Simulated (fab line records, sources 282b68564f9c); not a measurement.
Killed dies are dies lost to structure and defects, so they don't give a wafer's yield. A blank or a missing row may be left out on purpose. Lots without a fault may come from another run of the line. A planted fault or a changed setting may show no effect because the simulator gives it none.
Chamber matching | flow rit_cmos | RIT_GATE_ETCH_19 on rie_si-01: 4 sister chambers
The step etches poly-Si in SF6/CHF3/O2, stops on SiO2, time 165 s, target depth 312.5 nm. 14 wafers are shown with their chamber, then 7 later ones without.

WAFERS WITH THEIR CHAMBER
wafer  | chamber | throttle_valve_pct (%) | run_length_s (s) | rf_fwd_power_W (W)
L676.2 | 3       | 10.40                  | 193.2            | 159.1
L676.3 | 1       | 10.47                  | 192.2            | 159.2
L676.5 | 2       | 10.55                  | 193.6            | 160.0
L680.2 | 0       | 10.21                  | 192.9            | 159.2
L680.5 | 3       | 10.40                  | 192.9            | 158.8
L680.6 | 0       | 10.23                  | 193.5            | 158.9
L682.4 | 1       | 10.46                  | 192.6            | 159.9
L682.5 | 0       | 10.22                  | 192.8            | 159.5
L682.6 | 1       | 10.47                  | 192.3            | 160.2
L686.3 | 0       | 10.21                  | 193.0            | 159.6
L686.4 | 3       | 10.40                  | 193.0            | 159.1
L686.6 | 2       | 10.56                  | 194.3            | 159.7
L688.2 | 3       | 10.39                  | 192.7            | 160.2
L688.3 | 2       | 10.54                  | 193.4            | 160.1

SIGNATURES (means of the wafers above)
reading            | chamber 0 | chamber 1 | chamber 2 | chamber 3 | scatter within a chamber
throttle_valve_pct | 10.2175   | 10.4667   | 10.5500   | 10.3975   | 0.00785
run_length_s       | 193.050   | 192.367   | 193.767   | 192.950   | 0.309
rf_fwd_power_W     | 159.300   | 159.767   | 159.933   | 159.300   | 0.453
Rule: a wafer's distance from a chamber is the root of the sum, over the readings, of the square of ((its reading less the chamber's mean) divided by the reading's scatter). The wafer belongs to the nearest chamber; if the next one is less than 2 further off, it can't be placed. The scatter: the root of (the sum of the squares of (reading less its chamber's mean) over the shown wafers, divided by (wafers less chambers)).

WAFERS WITHOUT THEIR CHAMBER
wafer  | throttle_valve_pct (%) | run_length_s (s) | rf_fwd_power_W (W)
L688.6 | 10.55                  | 193.5            | 159.6
L690.1 | 10.57                  | 193.6            | 159.4
L690.4 | 10.46                  | 192.4            | 159.7
L690.6 | 10.40                  | 192.6            | 160.2
L696.2 | 10.48                  | 192.8            | 159.5
L696.3 | 10.41                  | 192.7            | 159.4
L696.4 | 10.56                  | 193.8            | 158.8

WHICH CHAMBER EACH WENT THROUGH
wafer  | from the rows above | in truth
L688.6 | 2                   | 2
L690.1 | 2                   | 2
L690.4 | 1                   | 1
L690.6 | 3                   | 3
L696.2 | 1                   | 1
L696.3 | 3                   | 3
L696.4 | 2                   | 2
Placed correctly: 7 of 7. Can't be placed from these rows: 0. Placed wrongly: 0.
